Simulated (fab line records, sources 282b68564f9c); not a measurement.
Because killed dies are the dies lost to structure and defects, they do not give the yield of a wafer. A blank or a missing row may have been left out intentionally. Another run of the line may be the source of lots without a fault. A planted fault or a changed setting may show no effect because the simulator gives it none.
A lot that was struck, set against a sound lot | flow rit cmos | 43 out of 202 route steps
Sound: wafers L138.1, L138.3, L138.5. Struck: wafers L156.2, L156.6 (left out: L156.5, a lot-mate that was not struck); the cause follows at the end.
Order at every step that has rows: each side's tool, ch and its chambers, its first start. Under that, the readings that differ: sound wafers | struck wafers | difference of the means | sigmas: that difference in standard deviations of wafers without a fault.
alike: same words and numbers on both sides, and readings whose means sit less than 2 such deviations apart. not compared: any withheld reading, any reading some wafer has no value for, any bound like >300 that may hide the same value, and any number with overlapping values for which the record gives no deviation.
The two part at a step that has a row with sigmas, a row that says differs or no value, or rows on one side only. Numbers that don't overlap but have no deviation are shown without sigmas and don't part them. A reading that every wafer of one side lacks parts them only if that side has two wafers or more.

RIT_SDANNEAL_RTA_03: time 5 s.
  sound on rtp anneal-01 ch 0, day 3 10:32; struck on rtp anneal-01 ch 0, day 6 19:26
  alike: wafer_temp_C_max
RIT_SDANNEAL_RS_MEAS_04: the measuring method here is four-point-probe.
  sound: film metro-03 at day 3 10:35; struck: film metro-02 at day 6 19:31
  alike: PSD_RS
RIT_SDANNEAL_RS_MEAS_05: the measuring method here is four-point-probe.
  sound: film metro-03 at day 3 10:43; struck: film metro-02 at day 6 19:38
  alike: NSD_RS
RIT_SDANNEAL_RS_MEAS_06: the measuring method here is four-point-probe.
  sound: film metro-03 at day 3 10:50; struck: film metro-02 at day 6 19:45
  alike: PLDD_RS
RIT_SDANNEAL_RS_MEAS_07: the measuring method here is four-point-probe.
  sound: film metro-03 at day 3 10:57; struck: film metro-02 at day 6 19:52
  alike: NLDD_RS
then, 1 step without rows for these wafers: RIT_SILICIDE_WET_ETCH_00 (etches SiO2 in BOE, target depth 14 nm, time 15 s).
RIT_SILICIDE_SPUTTER_01: material Ti, target thk 30 nm, time 240 s.
  sound: pvd sputter-03 at day 3 11:05; struck: pvd sputter-02 at day 6 19:59
  alike: throttle valve pct
RIT_SILICIDE_RS_MEAS_02: the measuring method here is four-point-probe.
  sound: film metro-04 at day 3 11:14; struck: film metro-04 at day 6 20:09
  reading                 | sound          | struck    | difference | sigmas
  SILICIDE_TI_RS (ohm/sq) | 48.7 49.0 48.2 | 47.1 47.1 | -1.5       | -2
RIT_SILICIDE_THK_MEAS_03: measures by xrf.
  sound: film metro-04 at day 3 11:22; struck: film metro-04 at day 6 20:16
  reading              | sound          | struck    | difference | sigmas
  SILICIDE_TI_THK (nm) | 30.1 30.1 30.3 | 30.9 30.9 | +0.7       | +2
then, 2 steps without rows for these wafers: RIT_SILICIDE_RTA_04 (time 10 s, ramp up 5 s, ramp down 5 s); RIT_SILICIDE_WET_ETCH_05 (etches Ti in SPM, time 120 s).
RIT_SILICIDE_RTA_06: time 10 s, ramp up 5 s, ramp down 10 s.
  sound on rtp anneal-01 ch 0, day 3 11:32; struck on rtp anneal-01 ch 0, day 6 20:26
  alike: wafer_temp_C_max
RIT_CONTACT_CVD_00: deposits SiO2 from TEOS, target thk 400 nm, time 61 s.
  sound on pecvd-01 ch 0,1,2, day 3 11:36; struck on pecvd-01 ch 0, day 6 20:29
  reading                                  | sound                | struck      | difference                    | sigmas
  run length s (s)                         | 89.7 90.3 88.4       | 79.2 79.0   | -10.4                         | -16
  susceptor temp C (C)                     | 389.82 389.67 390.08 | - -         | no value on the struck wafers |
  model.SiO2_of_CONTACT_CVD_00.thk nm (nm) | 391.4 392.4 396.5    | 328.1 335.1 | -61.8                         |
  alike: heater power w
RIT_CONTACT_THK_MEAS_01:
  sound: film metro-04 at day 3 11:39; struck: film metro-02 at day 6 20:33
  reading               | sound       | struck  | difference | sigmas
  CONTACT_TEOS_THK (nm) | 391 393 396 | 328 335 | -62        | -11
then, 6 steps without rows for these wafers: RIT_CONTACT_HMDS_02 (prime time 60 s); RIT_CONTACT_COAT_03 (resist thk 1000 nm); RIT_CONTACT_SOFTBAKE_04 (time 60 s); RIT_CONTACT_EXPOSE_05 (exposes mask M11, target cd 1000 nm); RIT_CONTACT_PEB_06; RIT_CONTACT_DEVELOP_07 (develop time 120 s).
RIT_CONTACT_CD_MEAS_08 targets a cd of 1000 nm.
  sound: cd sem-01 at day 3 12:48; struck: cd sem-02 at day 6 21:35
  alike: cd nm
RIT_CONTACT_OVL_MEAS_09:
  sound: overlay-01 at day 3 12:55; struck: overlay-01 at day 6 21:41
  alike: CONTACT_OVL
then, 1 step without rows for these wafers: RIT_CONTACT_HARDBAKE_10 (time 60 s).
RIT_CONTACT_ETCH_11: etches SiO2 in CHF3/CF4/Ar, stops on TiSi2, target depth 480 nm, time 320 s.
  sound on rie diel-03 ch 2,3, day 3 13:06; struck on rie diel-03 ch 1,2, day 6 21:52
  reading                             | sound             | struck      | difference | sigmas
  model.etch.depth nm (nm)            | 391.4 392.4 396.5 | 328.1 335.1 | -61.8      |
  model.CONTACT.feature depth nm (nm) | 391.4 392.4 396.5 | 328.1 335.1 | -61.8      |
  alike: chamber pressure mTorr, drypump motor current A, oes product au, throttle valve pct
  not compared: rf hours counter h
RIT_CONTACT_STRIP_12: strips in O2, time 180 s.
  sound on plasma asher-04 ch 0,1, day 3 13:18; struck on plasma asher-02 ch 0, day 6 22:04
  alike: chamber pressure mTorr, drypump motor current A
  not compared: rf hours counter h
RIT_CONTACT_CD_MEAS_90 targets a cd of 1000 nm.
  sound: cd sem-02 at day 3 13:28; struck: cd sem-02 at day 6 22:16
  alike: cd nm
then, 2 steps without rows for these wafers: RIT_CONTACT_CLEAN_13 (cleans in SC1, time 600 s); RIT_CONTACT_CLEAN_14 (cleans in SC2, time 600 s).
RIT_M1_SPUTTER_00: material Al, target thk 400 nm, time 500 s.
  sound: pvd sputter-04 at day 3 13:56; struck: pvd sputter-01 at day 6 22:43
  alike: throttle valve pct
RIT_M1_RS_MEAS_01: the measuring method here is four-point-probe.
  sound: film metro-02 at day 3 14:14; struck: film metro-03 at day 6 23:02
  alike: M1_AL_RS
RIT_M1_THK_MEAS_02: measures by xrf.
  sound: film metro-02 at day 3 14:22; struck: film metro-03 at day 6 23:08
  alike: M1_AL_THK
then, 6 steps without rows for these wafers: RIT_M1_HMDS_03 (prime time 60 s); RIT_M1_COAT_04 (resist thk 1300 nm); RIT_M1_SOFTBAKE_05 (time 60 s); RIT_M1_EXPOSE_06 (exposes mask M12, target cd 2600 nm); RIT_M1_PEB_07; RIT_M1_DEVELOP_08 (develop time 68 s).
RIT_M1_CD_MEAS_09 targets a cd of 2600 nm.
  sound: cd sem-01 at day 3 15:18; struck: cd sem-01 at day 7 00:05
  alike: cd nm
RIT_M1_OVL_MEAS_10:
  sound: overlay-02 at day 3 15:25; struck: overlay-02 at day 7 00:11
  alike: M1_OVL
then, 1 step without rows for these wafers: RIT_M1_HARDBAKE_11 (time 120 s).
RIT_M1_METAL_ETCH_12: etches Al in Cl2/BCl3, stops on SiO2, time 165 s, target depth 600 nm.
  sound on rie metal-03 ch 0,1, day 3 15:51; struck on rie metal-01 ch 0,1, day 7 00:28
  reading                                  | sound             | struck      | difference | sigmas
  model.SiO2_of_CONTACT_CVD_00.thk nm (nm) | 354.9 355.4 360.3 | 291.7 298.8 | -61.6      |
  alike: chamber pressure mTorr, drypump motor current A, oes product au, throttle valve pct
  not compared: rf hours counter h
then, 1 step without rows for these wafers: RIT_M1_STRIP_13 (strips in nmp, time 600 s).
RIT_M1_PROBE_99:
  sound: prober-02 at day 3 18:08; struck: prober-02 at day 7 02:47
  reading                                    | sound                      | struck            | difference | sigmas
  killed at front end                        | 12 8 12                    | 3 5               | -7         | -2
  killed dies                                | 12 8 12                    | 3 5               | -7         | -2
  killed short                               | 7 5 7                      | 1 2               | -5         | -2
  model.etest.field p metal.vt v (V)         | -28.1 -28.12 -28.33        | -26.77 -26.93     | +1.33      |
  model.etest.nmos_0p15.junction log10 a um  | -13.44 -13.51 -13.45       | -12.92 -13.05     | +0.48      |
  model.etest.nmos narrow.off log10 a um     | -13.32 -13.26 -13.26       | -12.85 -12.98     | +0.37      |
  model.etest.nmos_0p3.off log10 a um        | -13.04 -12.99 -12.96       | -12.8 -12.88      | +0.2       |
  model.etest.gate end array.leak log10 a um | -12.91 -12.81 -12.75       | -12.52 -12.67     | +0.23      |
  model.etest.antenna contact.vt shift v (V) | -0.01459 -0.01411 -0.01286 | -0.02369 -0.02059 | -0.00829   |
  alike: killed open
  not compared: model.etest.pmos_0p15.junction log10 a um

## WHERE THEY PART
Last at RIT_M1_PROBE_99 as far as this record goes, first at RIT_SILICIDE_RS_MEAS_02.

WHY: whatever the simulator had introduced
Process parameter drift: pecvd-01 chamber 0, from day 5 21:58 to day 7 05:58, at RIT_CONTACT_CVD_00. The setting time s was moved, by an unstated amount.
